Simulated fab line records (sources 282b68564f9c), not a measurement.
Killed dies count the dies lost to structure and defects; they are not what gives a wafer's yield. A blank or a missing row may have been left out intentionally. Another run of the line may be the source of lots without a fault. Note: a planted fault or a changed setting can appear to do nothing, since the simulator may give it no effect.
fab line records	flow rit-cmos
record: lots: 7	wafers: 21	last-day: 6
route steps=202 shown NSD@138 PSD@142 SDANNEAL@153 M1@202
lots with no fault: from the same line, run without faults
start-h: start of the lot's first displayed wafer, in hours after the record's first day	wait-h: how many hours have passed since the lot's step before this one	" unchanged from the row above	L1.1+2: one row covering several wafers at once	- no value present, or no start provided	* or withheld: withheld	< > ~ a bound
route shown NAME@n: a module of which the file shows steps, and the number in the route of the first	usual: average and standard deviation across the fault-free wafers	same: alike in all rows	chamber/n: place in a boat	sites: the reading at each site	_std_site: how widely they spread, as a standard deviation	_edge_site: mean of outer sites minus mean of inner sites	radius-mm: how far each site lies from the wafer's centre	mask NAME#n: copy n	behind: the last tool/chamber to shape the wafer	hold: why the lot was held/for how many hours/how that ended	device: the transistor (n, p or np) that didn't switch	end of line: the same wafers' tests at the end of the route	a step with no rows: only its recipe	killed: dies lost to structure and defects at the first sort, not the wafer's yield	map: per-die view of a wafer (x killed, . not killed, _ where there is no die)
set.NAME: the setting as run; set.NAME@STEP: as run at that earlier step	model.NAME: the simulator's own value behind a step, which no gauge read
lots at some steps of the route; a table a step, a row a wafer
services: from which hour (start-h, from the record's first day; less than 0 if before it) a tool's chamber was out of use, for how many hours, and why
== steps ==
step: RIT_NSD_HARDBAKE_07
recipe: resist: NOVOLAK	temp-c: 140	time-s: 60
step: RIT_NSD_IMPLANT_08
recipe: species: P	energy-kev: 25	dose-cm2: 1e+15	tilt-deg: 7
step: RIT_NSD_STRIP_09
recipe: chemistry: O2	time-s: 180	resist: NOVOLAK	platen-temp-c: withheld	power-w: 500	pressure-mtorr: 4000	o2-flow-sccm: 4000
usual: drypump-motor-current-A: 5.7/0.4
lot.wafer	tool	chamber	start-h	wait-h	drypump-motor-current-A	rf-hours-counter-h
L892.2	plasma-asher-01	0	53.81	0.1	5.1	40
L892.3	"	1	"	"	5.2	-
L892.5	"	0	"	"	5.1	-
L895.1	plasma-asher-01	1	70.60	0.1	5.2	42
L895.3	"	0	"	"	5.1	-
L895.5	"	1	"	"	5.2	-
L897.1	plasma-asher-03	1	77.76	0.1	5.7	43
L897.3	"	0	"	"	6.1	-
L897.6	"	0	"	"	6.1	-
L902.1	plasma-asher-03	0	105.07	0.1	6.1	46
L902.4	"	0	"	"	6.0	-
L902.6	"	0	"	"	6.1	-
L903.2	plasma-asher-03	1	108.42	0.1	5.7	47
L903.4	"	1	"	"	5.7	-
L903.6	"	0	"	"	6.0	-
L906.1	plasma-asher-03	0	123.82	0.1	6.1	49
L906.3	"	1	"	"	5.7	-
L906.5	"	0	"	"	6.1	-
L910.3	plasma-asher-04	1	145.22	0.1	6.4	-
L910.4	"	0	"	"	5.8	-
L910.6	"	0	"	"	5.8	-
step: RIT_NSD_TW_MEAS_10
usual: NSD_TW: 3122/28
lot.wafer	tool	chamber	start-h	wait-h	NSD_TW
L892.2	film-metro-02	-	54.00	0.1	3148
L892.3	"	-	"	"	3143
L892.5	"	-	"	"	3143
L895.1	film-metro-03	-	70.77	0.1	3139
L895.3	"	-	"	"	3117
L895.5	"	-	"	"	3127
L897.1	film-metro-02	-	77.94	0.1	3170
L897.3	"	-	"	"	3154
L897.6	"	-	"	"	3153
L902.1	film-metro-03	-	105.24	0.1	3117
L902.4	"	-	"	"	3141
L902.6	"	-	"	"	3114
L903.2	film-metro-03	-	108.61	0.1	3118
L903.4	"	-	"	"	3133
L903.6	"	-	"	"	3133
L906.1	film-metro-03	-	123.99	0.1	3107
L906.3	"	-	"	"	3117
L906.5	"	-	"	"	3113
L910.3	film-metro-01	-	145.35	0.1	3093
L910.4	"	-	"	"	3099
L910.6	"	-	"	"	3068
step: RIT_PSD_HMDS_00
recipe: prime-time-s: 60	prime-temp-c: 140
step: RIT_PSD_COAT_01
recipe: resist: NOVOLAK	spin-rpm: 3250	resist-thk-nm: 1000
step: RIT_PSD_SOFTBAKE_02
recipe: resist: NOVOLAK	temp-c: 90	time-s: 60
step: RIT_PSD_EXPOSE_03
recipe: mask-id: M10	na: 0.57	target-cd-nm: 40900	dose-mj: 250
step: RIT_PSD_PEB_04
recipe: resist: NOVOLAK	temp-c: withheld	time-s: withheld
step: RIT_PSD_DEVELOP_05
recipe: resist: NOVOLAK	develop-time-s: 50	dev-temp-c: 23
step: RIT_PSD_OVL_MEAS_06
usual: PSD_OVL: 0.4/1.5
lot.wafer	tool	chamber	start-h	wait-h	PSD_OVL[nm]
L892.2	overlay-02	-	55.07	-	2.1
L892.3	"	-	"	"	1.2
L892.5	"	-	"	"	2.6
L895.1	overlay-02	-	71.81	-	0.2
L895.3	"	-	"	"	-0.5
L895.5	"	-	"	"	-1.1
L897.1	overlay-02	-	79.22	-	-3.2
L897.3	"	-	"	"	-0.7
L897.6	"	-	"	"	-0.7
L902.1	overlay-01	-	106.28	-	3.0
L902.4	"	-	"	"	1.2
L902.6	"	-	"	"	3.6
L903.2	overlay-01	-	109.64	-	1.6
L903.4	"	-	"	"	0.7
L903.6	"	-	"	"	1.5
L906.1	overlay-01	-	125.06	-	0.4
L906.3	"	-	"	"	0.1
L906.5	"	-	"	"	3.3
L910.3	overlay-02	-	146.26	-	-0.7
L910.4	"	-	"	"	-0.2
L910.6	"	-	"	"	1.1
step: RIT_PSD_HARDBAKE_07
recipe: resist: NOVOLAK	temp-c: 140	time-s: 60
step: RIT_PSD_IMPLANT_08
recipe: species: BF2	energy-kev: 27	dose-cm2: 5e+15	tilt-deg: 7
lot.wafer	tool	chamber	start-h	wait-h
L892.2+3+5	implanter-04	0	55.27	0.1
L895.1+3+5	implanter-04	0	71.99	0.1
L897.1+3+6	implanter-04	0	79.41	0.1
L897.1+3+6	implanter-04	0	79.72	0.3
L902.1+4+6	implanter-04	0	106.75	0.1
L902.1+4+6	implanter-04	0	107.06	0.3
L903.2+4+6	implanter-01	0	110.06	0.1
L903.2+4+6	implanter-01	0	110.37	0.3
L906.1+3+5	implanter-02	0	125.24	0.1
L910.3+4+6	implanter-04	0	146.48	0.1
step: RIT_PSD_STRIP_09
recipe: chemistry: O2	time-s: 180	resist: NOVOLAK	platen-temp-c: withheld	power-w: 500	pressure-mtorr: 4000	o2-flow-sccm: 4000
usual: drypump-motor-current-A: 5.9/0.49
lot.wafer	tool	chamber	start-h	wait-h	drypump-motor-current-A	rf-hours-counter-h
L892.2	plasma-asher-03	1	55.40	0.1	5.7	41
L892.3	"	0	"	"	6.1	-
L892.5	"	0	"	"	6.0	-
L895.1	plasma-asher-02	0	72.14	0.1	6.5	28
L895.3	"	0	"	"	6.5	-
L895.5	"	1	"	"	5.1	-
L897.1	plasma-asher-04	1	79.87	0.1	6.4	44
L897.3	"	1	"	"	6.4	-
L897.6	"	1	"	"	6.4	-
L902.1	plasma-asher-03	0	107.21	0.1	6.0	47
L902.4	"	1	"	"	5.6	-
L902.6	"	1	"	"	5.6	-
L903.2	plasma-asher-03	0	110.50	0.1	6.0	47
L903.4	"	1	"	"	5.7	-
L903.6	"	0	"	"	6.1	-
L906.1	plasma-asher-04	1	125.39	0.1	6.5	1
L906.3	"	1	"	"	6.4	-
L906.5	"	0	"	"	5.8	-
L910.3	plasma-asher-02	0	146.64	0.1	6.5	-
L910.4	"	1	"	"	5.1	-
L910.6	"	0	"	"	6.5	-
step: RIT_PSD_TW_MEAS_10
usual: PSD_TW: 3432/35
lot.wafer	tool	chamber	start-h	wait-h	PSD_TW
L892.2	film-metro-02	-	55.58	0.1	3439
L892.3	"	-	"	"	3456
L892.5	"	-	"	"	3461
L895.1	film-metro-03	-	72.32	0.1	3418
L895.3	"	-	"	"	3423
L895.5	"	-	"	"	3404
L897.1	film-metro-01	-	80.08	0.2	3554
L897.3	"	-	"	"	3546
L897.6	"	-	"	"	3548
L902.1	film-metro-02	-	107.39	0.1	3643
L902.4	"	-	"	"	3603
L902.6	"	-	"	"	3637
L903.2	film-metro-02	-	110.68	0.1	3634
L903.4	"	-	"	"	3627
L903.6	"	-	"	"	3624
L906.1	film-metro-01	-	125.57	0.1	3407
L906.3	"	-	"	"	3409
L906.5	"	-	"	"	3419
L910.3	film-metro-02	-	146.78	0.1	3452
L910.4	"	-	"	"	3451
L910.6	"	-	"	"	3453
step: RIT_SDANNEAL_CLEAN_00
recipe: chemistry: SC1	mix: 3:3:50	time-s: 587.1	temp-c: 75
step: RIT_SDANNEAL_CLEAN_01
recipe: chemistry: dHF	dilution: 50:1	time-s: 30
step: RIT_SDANNEAL_CLEAN_02
recipe: chemistry: SC2	mix: 3:3:50	time-s: 600	temp-c: 75	dry: n2-spin
step: RIT_SDANNEAL_RTA_03
recipe: temp-c: 1050	time-s: 5	idle-temp-c: 600	ramp-up-c-per-s: 342	ramp-down-c-per-s: 171	cool-to-c: 600	ambient: N2
usual: wafer_temp_C_max: 1053.4/1.1
lot.wafer	tool	chamber	start-h	wait-h	wafer_temp_C_max
L892.2	rtp-anneal-01	0	56.01	0.0	1052.0
L892.3	"	0	"	"	1053.3
L892.5	"	0	"	"	1052.1
L895.1	rtp-anneal-02	0	72.78	0.0	1054.6
L895.3	"	0	"	"	1054.2
L895.5	"	0	"	"	1052.9
L897.1	rtp-anneal-02	0	80.51	0.0	1052.4
L897.3	"	0	"	"	1052.8
L897.6	"	0	"	"	1052.9
L902.1	rtp-anneal-01	0	107.82	0.0	1052.8
L902.4	"	0	"	"	1051.1
L902.6	"	0	"	"	1053.6
L903.2	rtp-anneal-02	0	112.07	0.0	1051.8
L903.4	"	0	"	"	1052.8
L903.6	"	0	"	"	1056.1
L906.1	rtp-anneal-01	0	126.03	0.0	1053.9
L906.3	"	0	"	"	1052.8
L906.5	"	0	"	"	1052.0
L910.3	rtp-anneal-01	0	147.24	0.0	1053.4
L910.4	"	0	"	"	1052.1
L910.6	"	0	"	"	1052.6
step: RIT_SDANNEAL_RS_MEAS_04
recipe: thk-meas-gauge: four-point-probe
usual: PSD_RS: 115.8/0.32
lot.wafer	tool	chamber	start-h	wait-h	PSD_RS[ohm/sq]
L892.2	film-metro-03	-	56.08	0.1	115.9
L892.3	"	-	"	"	115.7
L892.5	"	-	"	"	115.6
L895.1	film-metro-03	-	72.84	0.0	115.8
L895.3	"	-	"	"	116.1
L895.5	"	-	"	"	116.2
L897.1	film-metro-01	-	80.57	0.0	107.9
L897.3	"	-	"	"	107.5
L897.6	"	-	"	"	107.6
L902.1	film-metro-01	-	107.87	0.0	108.1
L902.4	"	-	"	"	107.9
L902.6	"	-	"	"	108.0
L903.2	film-metro-03	-	112.13	0.1	107.1
L903.4	"	-	"	"	107.2
L903.6	"	-	"	"	107.6
L906.1	film-metro-03	-	126.09	0.0	115.1
L906.3	"	-	"	"	115.5
L906.5	"	-	"	"	114.8
L910.3	film-metro-03	-	147.31	0.1	116.0
L910.4	"	-	"	"	115.7
L910.6	"	-	"	"	116.0
step: RIT_SDANNEAL_RS_MEAS_05
recipe: thk-meas-gauge: four-point-probe
usual: NSD_RS: 84.5/0.3
lot.wafer	tool	chamber	start-h	wait-h	NSD_RS[ohm/sq]
L892.2	film-metro-03	-	56.20	0.1	83.9
L892.3	"	-	"	"	84.1
L892.5	"	-	"	"	84.0
L895.1	film-metro-03	-	72.96	0.1	84.2
L895.3	"	-	"	"	84.4
L895.5	"	-	"	"	84.5
L897.1	film-metro-01	-	80.69	0.1	84.4
L897.3	"	-	"	"	84.3
L897.6	"	-	"	"	84.4
L902.1	film-metro-01	-	107.99	0.1	85.0
L902.4	"	-	"	"	85.0
L902.6	"	-	"	"	84.6
L903.2	film-metro-03	-	112.25	0.1	84.3
L903.4	"	-	"	"	84.4
L903.6	"	-	"	"	84.4
L906.1	film-metro-03	-	126.21	0.1	84.1
L906.3	"	-	"	"	84.3
L906.5	"	-	"	"	84.1
L910.3	film-metro-03	-	147.43	0.1	84.4
L910.4	"	-	"	"	84.3
L910.6	"	-	"	"	84.4
step: RIT_M1_PROBE_99
usual: killed_at_M0_to_M3: 0.0/0.23	killed-at-contacts: 0.1/0.23	killed-at-front-end: 7/3	killed-dies: 7/3	killed-open: 3.3/2.1	killed-short: 3.7/1.9
same: gross-dies: 264	killed_at_M4_up: 0	killed-at-back-side: 0	killed-at-other: 0
lot.wafer	tool	chamber	start-h	wait-h	killed_at_M0_to_M3	killed-at-contacts	killed-at-front-end	killed-dies	killed-open	killed-short
L892.2	prober-02	-	63.50	0.1	0	0	6	6	2	4
L892.3	prober-02	-	63.55	0.2	0	0	4	4	2	2
L892.5	prober-02	-	63.65	0.2	0	0	8	8	3	4
L895.1	prober-01	-	80.20	0.1	0	1	13	14	7	6
L895.3	prober-01	-	80.30	0.2	2	0	11	13	5	7
L895.5	prober-01	-	80.40	0.2	0	0	11	11	5	6
L897.1	prober-01	-	87.98	0.1	0	0	6	6	3	3
L897.3	prober-01	-	88.08	0.2	0	0	5	5	3	1
L897.6	prober-01	-	88.23	0.2	0	0	4	4	2	2
L902.1	prober-02	-	115.71	0.1	0	0	8	8	4	4
L902.4	prober-02	-	115.86	0.2	0	0	10	10	4	6
L902.6	prober-02	-	115.96	0.2	0	0	15	15	10	5
L903.2	prober-01	-	120.25	0.1	0	0	6	6	1	5
L903.4	prober-01	-	120.35	0.2	0	0	11	11	6	5
L903.6	prober-01	-	120.45	0.2	0	0	11	11	7	4
L906.1	prober-02	-	133.36	0.1	0	0	3	3	0	3
L906.3	prober-02	-	133.46	0.2	0	0	5	5	3	2
L906.5	prober-02	-	133.56	0.2	0	0	5	5	1	4
L910.3	prober-02	-	154.89	0.2	0	0	5	5	1	4
L910.4	prober-02	-	154.94	0.2	0	0	7	7	4	3
L910.6	prober-02	-	155.04	0.2	0	0	3	3	2	1
killed by level:class
L892.2 GATE:geometric-particle:short=3 FOX2:geometric-particle:short=1 GATE:geometric-particle:open=1 REOX:geometric-particle:open=1
L892.3 GATE:geometric-particle:open=2 FOX1:geometric-particle:short=1 GATE:geometric-particle:short=1
L892.5 GATE:geometric-particle:short=3 GATE:geometric-particle:open=3 FOX1:geometric-particle:short=1 GATE:coat-microbubble-printed=1
L895.1 GATE:geometric-particle:open=3 SILICIDE:geometric-particle:short=3 GATE:geometric-particle:short=2 REOX:geometric-particle:open=2 FOX1:geometric-particle:short=1 SPACER:geometric-particle:open=1 SILICIDE:geometric-particle:open=1 CONTACT:coat-microbubble-printed=1
L895.3 FOX1:geometric-particle:short=2 GATE:geometric-particle:open=2 SPACER:geometric-particle:short=2 FOX2:geometric-particle:open=1 GATE:geometric-particle:short=1 REOX:geometric-particle:open=1 SILICIDE:geometric-particle:open=1 SILICIDE:geometric-particle:short=1
L895.5 REOX:geometric-particle:short=3 FOX2:geometric-particle:short=2 GATE:geometric-particle:open=2 FOX1:geometric-particle:open=1 REOX:geometric-particle:open=1 SPACER:geometric-particle:short=1 SPACER:geometric-particle:open=1
L897.1 GATE:geometric-particle:short=3 GATE:geometric-particle:open=2 FOX1:geometric-particle:open=1
L897.3 GATE:geometric-particle:open=3 FOX2:geometric-particle:short=1 PWELL:coat-microbubble-printed=1
L897.6 GATE:geometric-particle:short=2 FOX1:geometric-particle:open=1 FOX2:geometric-particle:open=1
L902.1 FOX1:geometric-particle:short=2 GATE:geometric-particle:open=2 SILICIDE:geometric-particle:open=2 SPACER:geometric-particle:short=1 SILICIDE:geometric-particle:short=1
L902.4 REOX:geometric-particle:open=3 FOX1:geometric-particle:short=2 GATE:geometric-particle:short=2 SILICIDE:geometric-particle:short=2 SILICIDE:geometric-particle:open=1
L902.6 SPACER:geometric-particle:open=3 FOX1:geometric-particle:short=2 FOX1:geometric-particle:open=2 GATE:geometric-particle:open=2 REOX:geometric-particle:open=2 SPACER:geometric-particle:short=2 FOX2:geometric-particle:open=1 GATE:geometric-particle:short=1
L903.2 GATE:geometric-particle:short=2 FOX2:geometric-particle:short=1 REOX:geometric-particle:short=1 SPACER:geometric-particle:short=1 SILICIDE:geometric-particle:open=1
L903.4 GATE:geometric-particle:short=3 GATE:geometric-particle:open=3 SPACER:geometric-particle:short=2 SILICIDE:geometric-particle:open=2 SPACER:geometric-particle:open=1
L903.6 SPACER:geometric-particle:open=4 FOX1:geometric-particle:open=1 FOX1:geometric-particle:short=1 GATE:geometric-particle:short=1 REOX:geometric-particle:open=1 SPACER:geometric-particle:short=1 SILICIDE:geometric-particle:open=1 SILICIDE:geometric-particle:short=1
L906.1 GATE:geometric-particle:short=2 SILICIDE:geometric-particle:short=1
L906.3 FOX2:geometric-particle:open=1 GATE:geometric-particle:short=1 GATE:geometric-particle:open=1 SPACER:geometric-particle:short=1 SPACER:geometric-particle:open=1
L906.5 FOX2:geometric-particle:short=1 GATE:geometric-particle:open=1 GATE:geometric-particle:short=1 SPACER:geometric-particle:short=1 SILICIDE:geometric-particle:short=1
L910.3 GATE:geometric-particle:short=3 REOX:geometric-particle:short=1 REOX:geometric-particle:open=1
L910.4 FOX1:geometric-particle:open=3 GATE:geometric-particle:short=2 SILICIDE:geometric-particle:short=1 SILICIDE:geometric-particle:open=1
L910.6 FOX1:geometric-particle:open=1 GATE:geometric-particle:open=1 REOX:geometric-particle:short=1
== services ==
tool	chamber	start-h	hours	kind
implanter-02	-	38.81	0.6	repair
implanter-02	-	51.31	1.7	repair
implanter-02	-	57.66	3.1	repair
implanter-01	-	66.37	3.4	repair
plasma-asher-01	-	74.82	4.1	repair
implanter-04	-	93.65	2.1	repair
plasma-asher-04	-	108.75	9.0	pm
plasma-asher-04	0	108.75	9.0	vent-cycle
plasma-asher-04	1	108.75	9.0	vent-cycle
implanter-04	-	110.63	26.5	pm
plasma-asher-02	-	114.45	7.6	repair
plasma-asher-04	0	117.75	-	clean
plasma-asher-04	1	117.75	-	clean
implanter-01	-	132.09	2.8	pm
implanter-02	-	142.47	5.3	pm
== key ==
first-sign: step: RIT_PSD_IMPLANT_08	reading: visit	direction: added
effect: step: RIT_PSD_TW_MEAS_10	reading: PSD_TW	direction: up	sigmas: 4.8	usual: 3432	struck: 3602
effect: step: RIT_SDANNEAL_RS_MEAS_04	reading: PSD_RS	direction: down	sigmas: 26	usual: 115.8	struck: 107.7
met-at RIT_PSD_IMPLANT_08
struck-wafers L897.1,L897.3,L897.6,L902.1,L902.4,L902.6,L903.2,L903.4,L903.6
tester-left-out L897,L902,L903
fault: kind: repeated-step-whole	tool: implanter-01,implanter-02,implanter-04	chamber: -	onset-h: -	steps: RIT_PSD_IMPLANT_08	times: 1	scope: struck-lots-only
tester-left-out: of these lots the tester's yield and bins aren't shown, on N5 and GAA mostly nor the transistor test; their killed dies are dies lost to structure and defects alone, not to doping, threshold or leakage, so they don't give the yield
